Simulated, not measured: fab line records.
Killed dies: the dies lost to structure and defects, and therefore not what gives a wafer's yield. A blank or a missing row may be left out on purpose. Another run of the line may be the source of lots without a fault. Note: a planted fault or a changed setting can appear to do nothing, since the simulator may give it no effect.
The tool behind it: which one? :: flow rit-cmos :: 15 lots with 45 wafers sampled at 4 steps, on a route of 202 steps

## WHAT THE GAUGES SHOWED, per wafer
RIT_M1_RS_MEAS_01: measures by four-point-probe.
lot: L628
measured: day 3 09:44
on: film-metro-04
M1_AL_RS (ohm/sq): 0.0742 0.0747 0.0748

lot: L629
measured: day 3 11:55
on: film-metro-02
M1_AL_RS (ohm/sq): 0.0738 0.0748 0.0745

lot: L631
measured: day 3 22:19
on: film-metro-02
M1_AL_RS (ohm/sq): 0.0740 0.0733 0.0738

lot: L632
measured: day 4 02:05
on: film-metro-01
M1_AL_RS (ohm/sq): 0.0748 0.0748 0.0740

lot: L633
measured: day 4 05:53
on: film-metro-02
M1_AL_RS (ohm/sq): 0.0737 0.0736 0.0731

lot: L634
measured: day 4 13:52
on: film-metro-02
M1_AL_RS (ohm/sq): 0.0743 0.0741 0.0740

lot: L636
measured: day 4 23:16
on: film-metro-02
M1_AL_RS (ohm/sq): 0.0722 0.0722 0.0723

lot: L638
measured: day 5 09:31
on: film-metro-01
M1_AL_RS (ohm/sq): 0.0741 0.0744 0.0739

lot: L639
measured: day 5 18:26
on: film-metro-04
M1_AL_RS (ohm/sq): 0.0731 0.0744 0.0729

lot: L643
measured: day 6 10:17
on: film-metro-04
M1_AL_RS (ohm/sq): 0.0724 0.0736 0.0728

lot: L644
measured: day 6 17:09
on: film-metro-01
M1_AL_RS (ohm/sq): 0.0739 0.0737 0.0737

lot: L646
measured: day 7 07:02
on: film-metro-02
M1_AL_RS (ohm/sq): 0.0738 0.0735 0.0737

lot: L648
measured: day 8 06:55
on: film-metro-04
M1_AL_RS (ohm/sq): 0.0743 0.0736 0.0741

lot: L649
measured: day 8 17:29
on: film-metro-04
M1_AL_RS (ohm/sq): 0.0721 0.0723 0.0725

lot: L650
measured: day 8 19:30
on: film-metro-01
M1_AL_RS (ohm/sq): 0.0737 0.0743 0.0738

## WHAT TOOL EACH LOT RAN ON (gives the tool, then ch and the chambers of the sampled wafers, and finally the start)
lot: L628
RIT_ACTIVE_ETCH_13: rie-diel-01 ch 1,2,3, day 1 18:13
RIT_PWELL_STRIP_09: plasma-asher-01 ch 0,1, day 2 02:28
RIT_NRETRO_STRIP_09: plasma-asher-02 ch 0,1, day 2 09:55

lot: L629
RIT_ACTIVE_ETCH_13: rie-diel-02 ch 0,1,3, day 1 20:25
RIT_PWELL_STRIP_09: plasma-asher-02 ch 0,1, day 2 05:44
RIT_NRETRO_STRIP_09: plasma-asher-02 ch 0,1, day 2 12:46

lot: L631
RIT_ACTIVE_ETCH_13: rie-diel-02 ch 0,3, day 2 05:50
RIT_PWELL_STRIP_09: plasma-asher-01 ch 0,1, day 2 14:47
RIT_NRETRO_STRIP_09: plasma-asher-04 ch 0,1, day 2 21:40

lot: L632
RIT_ACTIVE_ETCH_13: rie-diel-01 ch 0,3, day 2 12:29
RIT_PWELL_STRIP_09: plasma-asher-01 ch 0,1, day 2 20:21
RIT_NRETRO_STRIP_09: plasma-asher-04 ch 0,1, day 3 03:14

lot: L633
RIT_ACTIVE_ETCH_13: rie-diel-04 ch 0,1,3, day 2 15:49
RIT_PWELL_STRIP_09: plasma-asher-02 ch 0,1, day 2 23:32
RIT_NRETRO_STRIP_09: plasma-asher-02 ch 0,1, day 3 06:32

lot: L634
RIT_ACTIVE_ETCH_13: rie-diel-04 ch 1,3, day 2 21:01
RIT_PWELL_STRIP_09: plasma-asher-01 ch 0,1, day 3 06:41
RIT_NRETRO_STRIP_09: plasma-asher-02 ch 0,1, day 3 13:33

lot: L636
RIT_ACTIVE_ETCH_13: rie-diel-02 ch 0,2,3, day 3 07:26
RIT_PWELL_STRIP_09: plasma-asher-01 ch 0,1, day 3 16:08
RIT_NRETRO_STRIP_09: plasma-asher-02 ch 0,1, day 3 23:47

lot: L638
RIT_ACTIVE_ETCH_13: rie-diel-02 ch 1,2,3, day 3 16:43
RIT_PWELL_STRIP_09: plasma-asher-01 ch 1, day 4 00:08
RIT_NRETRO_STRIP_09: plasma-asher-04 ch 0, day 4 08:08

lot: L639
RIT_ACTIVE_ETCH_13: rie-diel-02 ch 0,1, day 3 21:50
RIT_PWELL_STRIP_09: plasma-asher-03 ch 0,1, day 4 07:44
RIT_NRETRO_STRIP_09: plasma-asher-02 ch 0,1, day 4 14:42

lot: L643
RIT_ACTIVE_ETCH_13: rie-diel-02 ch 0,2, day 4 17:45
RIT_PWELL_STRIP_09: plasma-asher-02 ch 0,1, day 5 03:32
RIT_NRETRO_STRIP_09: plasma-asher-03 ch 0,1, day 5 10:27

lot: L644
RIT_ACTIVE_ETCH_13: rie-diel-02 ch 0,2, day 5 00:35
RIT_PWELL_STRIP_09: plasma-asher-01 ch 0,1, day 5 08:10
RIT_NRETRO_STRIP_09: plasma-asher-03 ch 0,1, day 5 15:38

lot: L646
RIT_ACTIVE_ETCH_13: rie-diel-04 ch 0,1,2, day 5 09:36
RIT_PWELL_STRIP_09: plasma-asher-01 ch 0,1, day 5 17:48
RIT_NRETRO_STRIP_09: plasma-asher-04 ch 0,1, day 6 01:40

lot: L648
RIT_ACTIVE_ETCH_13: rie-diel-01 ch 0,1,2, day 5 18:58
RIT_PWELL_STRIP_09: plasma-asher-01 ch 0,1, day 6 04:17
RIT_NRETRO_STRIP_09: plasma-asher-02 ch 0,1, day 6 12:36

lot: L649
RIT_ACTIVE_ETCH_13: rie-diel-01 ch 1,2,3, day 6 01:01
RIT_PWELL_STRIP_09: plasma-asher-03 ch 1, day 6 14:44
RIT_NRETRO_STRIP_09: plasma-asher-03 ch 0,1, day 7 01:53

lot: L650
RIT_ACTIVE_ETCH_13: rie-diel-01 ch 0,1,3, day 6 04:59
RIT_PWELL_STRIP_09: plasma-asher-01 ch 0, day 6 15:10
RIT_NRETRO_STRIP_09: plasma-asher-02 ch 0,1, day 7 02:07
- RIT_ACTIVE_ETCH_13: etches Si3N4 in SF6, stops on SiO2, time 210 s, target depth 210 nm.
- RIT_PWELL_STRIP_09: strips in O2, time 180 s.
- RIT_NRETRO_STRIP_09: strips in O2, time 180 s.

## WHAT THE TOOLS THEMSELVES READ (means of the sampled wafers that have a number; where no wafer has one, the mark that the record gives instead)
RIT_ACTIVE_ETCH_13.
lot: L628
tool: rie-diel-01
drypump-motor-current-A (A): 5.9
oes-product-au (a.u.): 0.812
rf-fwd-power-W (W): 124.6
run-length-s (s): 238.3
throttle-valve-pct (%): 7.43

lot: L629
tool: rie-diel-02
drypump-motor-current-A (A): 5.4
oes-product-au (a.u.): 0.815
rf-fwd-power-W (W): 124.3
run-length-s (s): 238.1
throttle-valve-pct (%): 7.52

lot: L631
tool: rie-diel-02
drypump-motor-current-A (A): 5.5
oes-product-au (a.u.): 0.804
rf-fwd-power-W (W): 124.9
run-length-s (s): 238.4
throttle-valve-pct (%): 7.49

lot: L632
tool: rie-diel-01
drypump-motor-current-A (A): 5.8
oes-product-au (a.u.): 0.816
rf-fwd-power-W (W): 124.4
run-length-s (s): 238.5
throttle-valve-pct (%): 7.50

lot: L633
tool: rie-diel-04
drypump-motor-current-A (A): 6.1
oes-product-au (a.u.): 0.826
rf-fwd-power-W (W): 124.1
run-length-s (s): 238.7
throttle-valve-pct (%): 7.59

lot: L634
tool: rie-diel-04
drypump-motor-current-A (A): 6.0
oes-product-au (a.u.): 0.829
rf-fwd-power-W (W): 124.2
run-length-s (s): 238.7
throttle-valve-pct (%): 7.63

lot: L636
tool: rie-diel-02
drypump-motor-current-A (A): 5.2
oes-product-au (a.u.): 0.822
rf-fwd-power-W (W): 124.3
run-length-s (s): 238.0
throttle-valve-pct (%): 7.50

lot: L638
tool: rie-diel-02
drypump-motor-current-A (A): 5.3
oes-product-au (a.u.): 0.816
rf-fwd-power-W (W): 124.3
run-length-s (s): 238.3
throttle-valve-pct (%): 7.46

lot: L639
tool: rie-diel-02
drypump-motor-current-A (A): 5.3
oes-product-au (a.u.): 0.997
rf-fwd-power-W (W): -
run-length-s (s): 183.5
throttle-valve-pct (%): 7.55

lot: L643
tool: rie-diel-02
drypump-motor-current-A (A): 5.0
oes-product-au (a.u.): 1.000
rf-fwd-power-W (W): -
run-length-s (s): 183.5
throttle-valve-pct (%): 7.51

lot: L644
tool: rie-diel-02
drypump-motor-current-A (A): 5.0
oes-product-au (a.u.): 1.002
rf-fwd-power-W (W): -
run-length-s (s): 183.3
throttle-valve-pct (%): 7.51

lot: L646
tool: rie-diel-04
drypump-motor-current-A (A): 5.8
oes-product-au (a.u.): 0.829
rf-fwd-power-W (W): 124.4
run-length-s (s): 238.2
throttle-valve-pct (%): 7.52

lot: L648
tool: rie-diel-01
drypump-motor-current-A (A): 6.0
oes-product-au (a.u.): 0.805
rf-fwd-power-W (W): 124.4
run-length-s (s): 238.5
throttle-valve-pct (%): 7.54

lot: L649
tool: rie-diel-01
drypump-motor-current-A (A): 5.9
oes-product-au (a.u.): 0.803
rf-fwd-power-W (W): 124.6
run-length-s (s): 238.4
throttle-valve-pct (%): 7.44

lot: L650
tool: rie-diel-01
drypump-motor-current-A (A): 5.7
oes-product-au (a.u.): 0.812
rf-fwd-power-W (W): 124.3
run-length-s (s): 238.3
throttle-valve-pct (%): 7.43

RIT_PWELL_STRIP_09.
lot: L628
tool: plasma-asher-01
drypump-motor-current-A (A): 5.6

lot: L629
tool: plasma-asher-02
drypump-motor-current-A (A): 5.7

lot: L631
tool: plasma-asher-01
drypump-motor-current-A (A): 5.6

lot: L632
tool: plasma-asher-01
drypump-motor-current-A (A): 5.4

lot: L633
tool: plasma-asher-02
drypump-motor-current-A (A): 6.1

lot: L634
tool: plasma-asher-01
drypump-motor-current-A (A): 5.6

lot: L636
tool: plasma-asher-01
drypump-motor-current-A (A): 5.4

lot: L638
tool: plasma-asher-01
drypump-motor-current-A (A): 5.2

lot: L639
tool: plasma-asher-03
drypump-motor-current-A (A): 6.2

lot: L643
tool: plasma-asher-02
drypump-motor-current-A (A): 6.1

lot: L644
tool: plasma-asher-01
drypump-motor-current-A (A): 5.5

lot: L646
tool: plasma-asher-01
drypump-motor-current-A (A): 5.6

lot: L648
tool: plasma-asher-01
drypump-motor-current-A (A): 5.4

lot: L649
tool: plasma-asher-03
drypump-motor-current-A (A): 6.1

lot: L650
tool: plasma-asher-01
drypump-motor-current-A (A): 5.8

RIT_NRETRO_STRIP_09.
lot: L628
tool: plasma-asher-02
drypump-motor-current-A (A): 5.7

lot: L629
tool: plasma-asher-02
drypump-motor-current-A (A): 5.7

lot: L631
tool: plasma-asher-04
drypump-motor-current-A (A): 5.3

lot: L632
tool: plasma-asher-04
drypump-motor-current-A (A): 5.3

lot: L633
tool: plasma-asher-02
drypump-motor-current-A (A): 6.1

lot: L634
tool: plasma-asher-02
drypump-motor-current-A (A): 5.7

lot: L636
tool: plasma-asher-02
drypump-motor-current-A (A): 6.1

lot: L638
tool: plasma-asher-04
drypump-motor-current-A (A): 5.2

lot: L639
tool: plasma-asher-02
drypump-motor-current-A (A): 6.1

lot: L643
tool: plasma-asher-03
drypump-motor-current-A (A): 6.1

lot: L644
tool: plasma-asher-03
drypump-motor-current-A (A): 6.2

lot: L646
tool: plasma-asher-04
drypump-motor-current-A (A): 5.2

lot: L648
tool: plasma-asher-02
drypump-motor-current-A (A): 6.1

lot: L649
tool: plasma-asher-03
drypump-motor-current-A (A): 6.2

lot: L650
tool: plasma-asher-02
drypump-motor-current-A (A): 5.7

## THE ANSWER, worked out from the rows above alone
Rule: usual is defined by the lots themselves. The widest of any qualifying gaps counts: lots, ordered by their means at a reading, are off when they make up no more than a third of the lots, leave a main group of 4 or more, and stand apart from it by 3 or more times the standard deviation of that group's means. If all means in a main group match to the digits the tables above print for the reading, that group is not used. Also off: a lot with no number at a reading for which 4 or more lots have one. Where the step has rows for the other lots, those lots are counted as sound. After the gauges, taken in route order, come the tools' own readings; for these a lot's mean is taken, as printed above. The first step at which some lot is off is used, and at that step the reading that is off furthest; a lot without a number counts as furthest.
Off at RIT_ACTIVE_ETCH_13 (rf-fwd-power-W): L639, L643, L644. Without a number there: L639, L643, L644. The main group: mean 124.4 W, standard deviation 0.2.
A tool fits if, at that step or a process step before it, it ran every lot that is off, and no sound lot after the first of them. One fits: rie-diel-02 at RIT_ACTIVE_ETCH_13. Its last sound lot is L638 (day 3 16:43), its first lot that is off L639 (day 3 21:50): a fault that began between those two fits.
The tool's own readings at RIT_ACTIVE_ETCH_13 bear it out: on the lots that are off they differ by more than 5 times the standard deviation of the sound lots' means. oes-product-au reads 1.000 a.u. there against 0.816 a.u. on the sound lots; run-length-s reads 183.4 s there against 238.4 s on the sound lots.
Blank at RIT_ACTIVE_ETCH_13 on the lots that are off, where sound lots have numbers: rf-fwd-power-W.

## WHAT HAD BEEN PUT IN BY THE SIMULATOR
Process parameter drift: rie-diel-02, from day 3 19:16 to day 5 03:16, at RIT_ACTIVE_ETCH_13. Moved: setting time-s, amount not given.
Lots struck among those shown: L639, L643, L644. Same finding as the rule above.
